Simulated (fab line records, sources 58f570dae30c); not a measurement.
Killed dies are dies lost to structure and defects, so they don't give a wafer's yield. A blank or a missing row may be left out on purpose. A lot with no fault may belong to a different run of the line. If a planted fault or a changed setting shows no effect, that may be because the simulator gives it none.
Chamber matching	flow berkeley_cmos170	UCB170_ZERO_ETCH_06 on rie_diel-02: 4 sister chambers
The step etches SiO2 in CHF3/CF4/Ar, time 12 s. 7 wafers are shown with their chamber, then 7 later ones without.

## EACH WAFER AND ITS CHAMBER
wafer	chamber	throttle_valve_pct (%)	rf_fwd_power_W (W)
L533.1	0	9.13	488
L533.4	2	9.43	497
L538.1	3	9.28	488
L538.2	1	8.96	491
L538.5	2	9.42	495
L540.1	0	9.13	491
L540.4	3	9.28	489

## WAFERS WITH NO CHAMBER GIVEN
wafer	throttle_valve_pct (%)	rf_fwd_power_W (W)
L540.5	9.13	491
L546.1	8.95	493
L546.4	9.42	495
L546.6	9.43	496
L550.1	9.42	493
L550.2	9.28	487
L550.3	8.95	491

## THE CHAMBER EACH PASSED THROUGH
wafer	from the rows above	in truth
L540.5	0	0
L546.1	1	1
L546.4	2	2
L546.6	2	2
L550.1	2	2
L550.2	3	3
L550.3	1	1
Correctly placed: 7 of 7. Not placeable from these rows: 0. Wrongly placed: 0.
How it was worked out, from the rows above alone: a wafer's distance from a chamber is the root of the sum, over the readings, of the square of ((its reading less the chamber's mean) divided by the reading's scatter). The wafer belongs to the nearest chamber; if the next one is less than 2 further off, it can't be placed. A chamber's mean is the mean of its shown wafers. The scatter: the root of (the sum of the squares of (reading less its chamber's mean) over the shown wafers, divided by (wafers less chambers)).
